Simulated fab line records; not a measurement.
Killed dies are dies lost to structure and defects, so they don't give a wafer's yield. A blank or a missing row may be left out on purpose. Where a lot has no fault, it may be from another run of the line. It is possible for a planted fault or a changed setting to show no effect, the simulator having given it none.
Problem report in the 8D (eight disciplines) form, filled by code -- flow berkeley-cmos170 -- the parts of the form that need people (team, actions taken, sign-off) are left out

== 1. THE ISSUE ==
Wafers free of any fault read 0.0322 ohm/sq (standard deviation 0.00032) for M2_AL_RS at UCB170_M2_RS_MEAS_02, against a mean of 0.0467 ohm/sq on 6 wafers of 2 lots. Measured from the usual mean, that is +45 standard deviations.
The step: measures by four-point-probe.
First observed at day 9 23:45: wafer L880.1, on film-metro-02. The record holds 42 wafers of 14 lots with a number at this step. By rule, "out" or "out of limits" means more than 4 standard deviations away from the usual mean. The rest of the wafers with a number are treated as sound.

== 2. WHAT IT IS, WHAT IT ISN'T ==
question,is,is not
which readings at this step,M2_AL_RS,-
which lots,"L880, L881","L874, L875, L876, L878, L883, L885, L888, L889, L890, L891, L894, L895"
which wafers of those lots,all that have a number,-
read on which gauges,"film-metro-01, film-metro-02",film-metro-03
when,from day 9 23:45,"up to then (12 sound wafers); but 24 sound wafers of L883, L885, L888, L889, L890, L891, L894, L895 came after"

== 3. THE SUSPECTS, EACH WITH WHAT RULES IT OUT ==
Counting: a tool at a process step up to the reading stays a suspect if it ran every lot that is out and no sound lot after the first of them.
- ruled out: the gauge at UCB170_M2_RS_MEAS_02. The wafers that are out were read on 2 gauges (film-metro-01, film-metro-02).
- pvd-sputter-01 at UCB170_M2_SPUTTER_01 (material Al, target thk 900 nm, time 120 s): kept. All lots that are out passed through it, beginning with L880 at day 9 23:40, and no sound lot followed; its final sound lot before that point was L878 at day 9 10:03.
Left after counting: pvd-sputter-01 at UCB170_M2_SPUTTER_01.

== 4. THE CAUSE (what the simulator had put in) ==
Site profile drift: pvd-sputter-01, from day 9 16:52 on, at UCB170_M2_SPUTTER_01. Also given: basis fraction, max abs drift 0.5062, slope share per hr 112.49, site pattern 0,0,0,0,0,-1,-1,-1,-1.
The count eliminated every tool but this one.

== 5. THE EFFECT CHAIN, in route order ==
Each row: a reading where the mean over the struck wafers with a number is more than 3 standard deviations away from the usual. Only readings for which the record gives a usual standard deviation are gone through. hours: the time from each lot's start at the first step in this table that gives one to its start at this step, as a median over the lots. sigmas: the change in usual standard deviations.
hours,step,reading,usual,on struck wafers,change,sigmas
0,UCB170_M2_RS_MEAS_02,M2_AL_RS,0.0322 ohm/sq,0.0467,+0.0145,+45
0,UCB170_M2_THK_MEAS_03,M2_AL_THK,892 nm,696,-196,-21
3,UCB170_M2_METAL_ETCH_18,oes-product-au,0.857 a.u.,0.746,-0.111,-8.6
9,UCB170_M3_PROBE_99,sort_bin_3_pad_short,0.1 %,0.6,+0.5,+3.1
Here are the process steps it includes:
- UCB170_M2_METAL_ETCH_18: etches Al in Cl2/BCl3, stops on SiO2, target depth 1170 nm, time 195 s.
- UCB170_M3_PROBE_99

== 6. HOW IT WOULD HAVE BEEN CAUGHT EARLIER ==
7 hours passed between the start of the fault at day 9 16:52 and the first reading out of limits at a measuring or inspecting step in this record, taken at day 9 23:45.
Tool readings at UCB170_M2_SPUTTER_01 with a usual standard deviation given in the record: none out on any struck wafer, hence no alarm at a limit of 4 standard deviations on them.
Lots out: 2; of these, L881 started UCB170_M2_SPUTTER_01 on pvd-sputter-01 after day 9 23:45. It would have been spared by a hold on the tool at that moment.
